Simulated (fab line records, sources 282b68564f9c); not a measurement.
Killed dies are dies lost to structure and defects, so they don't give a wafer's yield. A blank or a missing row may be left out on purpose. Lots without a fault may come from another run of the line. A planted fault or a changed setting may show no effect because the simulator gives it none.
A struck lot beside a sound one | flow rit_cmos | 43 steps out of a route of 202
Sound: wafers L539.1, L539.2, L539.4. Struck: wafers L548.2, L548.3, L548.5. The cause comes at the end.
At each step with rows: each side's tool, then ch and its chambers, then its first start. Under that, the readings that differ: sound wafers | struck wafers | difference of the means | sigmas: that difference in standard deviations of wafers without a fault.
alike: readings whose means differ by less than 2 such deviations, and words and numbers that are the same on both sides. not compared: withheld readings, readings that some wafer has no value for, bounds like >300 that may hide the same value, and numbers for which the record gives no deviation and whose values overlap.
The two part at a step that has a row with sigmas, a row that says differs or no value, or rows on one side only. Numbers that don't overlap but have no deviation are shown without sigmas and don't part them. A reading that every wafer of one side lacks parts them only if that side has two wafers or more.

first, 1 step without rows for these wafers: RIT_PRETRO_IMPLANT_08.
RIT_PRETRO_STRIP_09: strips in O2, time 180 s.
  sound on plasma_asher-03 ch 0,1, day 2 12:17; struck on plasma_asher-04 ch 0,1, day 4 09:53
  alike: drypump_motor_current_A, o2_flow_sccm
  not compared: rf_hours_counter_h
RIT_PRETRO_TW_MEAS_10:
  sound on film_metro-01, day 2 12:28; struck on film_metro-03, day 4 10:05
  reading   | sound       | struck      | difference | sigmas
  PRETRO_TW | 489 490 489 | 470 468 470 | -20        | -2
then, 5 steps without rows for these wafers: RIT_GATE_WET_ETCH_00 (etches SiO2 in BOE, target depth 56 nm, time 60 s); RIT_GATE_CLEAN_01 (cleans in SC1, time 600 s); RIT_GATE_CLEAN_02 (cleans in dHF, time 30 s); RIT_GATE_CLEAN_03 (cleans in SC2, time 600 s); RIT_GATE_CLEAN_04 (cleans in dHF, time 60 s).
RIT_FOX2_THK_MEAS_91:
  sound on film_metro-02, day 2 12:58; struck on film_metro-02, day 4 10:34
  alike: FIELD_OXIDE_LEFT_2_THK
then, 2 steps without rows for these wafers: RIT_GATE_OXIDATION_05 (target thk 3 nm, ox time 270 s); RIT_GATE_ANNEAL_06 (time 600 s).
RIT_GATE_THK_MEAS_07:
  sound on film_metro-01, day 2 14:22; struck on film_metro-01, day 4 11:57
  alike: GATE_OXIDE_THK
RIT_GATE_CVD_08: deposits poly-Si from SiH4, target thk 250 nm, time 2220 s.
  sound on lpcvd-02 ch 1, day 2 14:25; struck on lpcvd-02 ch 0, day 4 12:00
  reading                                  | sound             | struck            | difference | sigmas
  sih4_flow_sccm (sccm)                    | 99.1 99.6 99.7    | 50.0 49.7 49.6    | -49.7      | -99 or more
  model.poly-Si_of_GATE_CVD_08.thk_nm (nm) | 250.7 248.8 249.7 | 120.2 121.4 121.5 | -128.7     |
  alike: spike_tc_centre_C, spike_tc_load_C
RIT_GATE_THK_MEAS_09:
  sound on film_metro-03, day 2 16:02; struck on film_metro-03, day 4 13:37
  reading            | sound             | struck            | difference | sigmas
  GATE_POLY_THK (nm) | 250.6 248.8 249.8 | 120.3 121.4 121.5 | -128.7     | -58
then, 6 steps without rows for these wafers: RIT_GATE_HMDS_10 (prime time 60 s); RIT_GATE_COAT_11 (resist thk 850 nm); RIT_GATE_SOFTBAKE_12 (time 60 s); RIT_GATE_EXPOSE_13 (exposes mask M6, target cd 150 nm); RIT_GATE_PEB_14; RIT_GATE_DEVELOP_15 (develop time 50 s).
RIT_GATE_CD_MEAS_16: target cd 150 nm.
  sound on cd_sem-01, day 2 17:08; struck on cd_sem-01, day 4 14:32
  reading    | sound       | struck      | difference | sigmas
  cd_nm (nm) | 151 150 151 | 145 142 141 | -8         | -2
RIT_GATE_OVL_MEAS_17:
  sound on overlay-02, day 2 17:15; struck on overlay-02, day 4 14:39
  alike: GATE_OVL
then, 1 step without rows for these wafers: RIT_GATE_HARDBAKE_18 (time 60 s).
RIT_GATE_ETCH_19: etches poly-Si in SF6/CHF3/O2, stops on SiO2, time 165 s, target depth 312.5 nm.
  sound on rie_si-01 ch 0,1,3, day 2 17:26; struck on rie_si-02 ch 0,1,2, day 4 14:50
  reading                          | sound             | struck            | difference | sigmas
  oes_product_au (a.u.)            | 0.862 0.838 0.848 | 0.538 0.536 0.534 | -0.313     | -21
  model.GATE.feature_depth_nm (nm) | 250.7 248.8 249.7 | 120.2 121.4 121.5 | -128.7     |
  model.etch.depth_nm (nm)         | 250.7 248.8 249.7 | 120.2 121.4 121.5 | -128.7     |
  alike: O2_flow_sccm, drypump_motor_current_A, he_backside_leak_sccm, throttle_valve_pct
  not compared: rf_hours_counter_h
RIT_GATE_STRIP_20: strips in O2, time 180 s.
  sound on plasma_asher-03 ch 0,1, day 2 17:33; struck on plasma_asher-01 ch 0,1, day 4 14:56
  alike: drypump_motor_current_A, o2_flow_sccm
  not compared: rf_hours_counter_h
RIT_GATE_CD_MEAS_90: target cd 150 nm.
  sound on cd_sem-02, day 2 17:43; struck on cd_sem-01, day 4 15:08
  reading    | sound       | struck      | difference | sigmas
  cd_nm (nm) | 151 150 151 | 144 142 141 | -8         | -3
then, 4 steps without rows for these wafers: RIT_REOX_CLEAN_00 (cleans in SC1, time 600 s); RIT_REOX_CLEAN_01 (cleans in dHF, time 30 s); RIT_REOX_CLEAN_02 (cleans in SC2, time 600 s); RIT_REOX_OXIDATION_03 (target thk 25.2 nm, ox time 5580 s).
RIT_REOX_THK_MEAS_04:
  sound on film_metro-03, day 2 21:20; struck on film_metro-04, day 4 18:10
  alike: REOX_OXIDE_THK
then, 6 steps without rows for these wafers: RIT_NLDD_HMDS_00 (prime time 60 s); RIT_NLDD_COAT_01 (resist thk 1000 nm); RIT_NLDD_SOFTBAKE_02 (time 60 s); RIT_NLDD_EXPOSE_03 (exposes mask M7, target cd 40700 nm); RIT_NLDD_PEB_04; RIT_NLDD_DEVELOP_05 (develop time 50 s).
RIT_NLDD_OVL_MEAS_06:
  sound on overlay-01, day 2 22:23; struck on overlay-02, day 4 19:04
  alike: NLDD_OVL
then, 2 steps without rows for these wafers: RIT_NLDD_HARDBAKE_07 (time 60 s); RIT_NLDD_IMPLANT_08.
RIT_NLDD_STRIP_09: strips in O2, time 180 s.
  sound on plasma_asher-01 ch 0,1, day 2 22:43; struck on plasma_asher-02 ch 0,1, day 4 19:36
  alike: drypump_motor_current_A, o2_flow_sccm
  not compared: rf_hours_counter_h
RIT_NLDD_TW_MEAS_10:
  sound on film_metro-04, day 2 22:53; struck on film_metro-02, day 4 19:47
  alike: NLDD_TW
RIT_SDANNEAL_CLEAN_02: cleans in SC2, time 600 s.
  sound on wet_bench-01 ch 3, day 3 06:15; struck on wet_bench-03 ch 0, day 5 03:11
  reading                                  | sound           | struck            | difference | sigmas
  model.poly-Si_of_GATE_CVD_08.thk_nm (nm) | 163 161.9 162.3 | 33.71 34.24 33.18 | -128.69    |

WHERE THEY PART
First at RIT_PRETRO_TW_MEAS_10; last, within this record, at RIT_GATE_CD_MEAS_90. Later steps at which nothing parts them and some readings are alike: RIT_REOX_THK_MEAS_04, RIT_NLDD_OVL_MEAS_06, RIT_NLDD_STRIP_09, RIT_NLDD_TW_MEAS_10.

WHY: what the simulator had put in
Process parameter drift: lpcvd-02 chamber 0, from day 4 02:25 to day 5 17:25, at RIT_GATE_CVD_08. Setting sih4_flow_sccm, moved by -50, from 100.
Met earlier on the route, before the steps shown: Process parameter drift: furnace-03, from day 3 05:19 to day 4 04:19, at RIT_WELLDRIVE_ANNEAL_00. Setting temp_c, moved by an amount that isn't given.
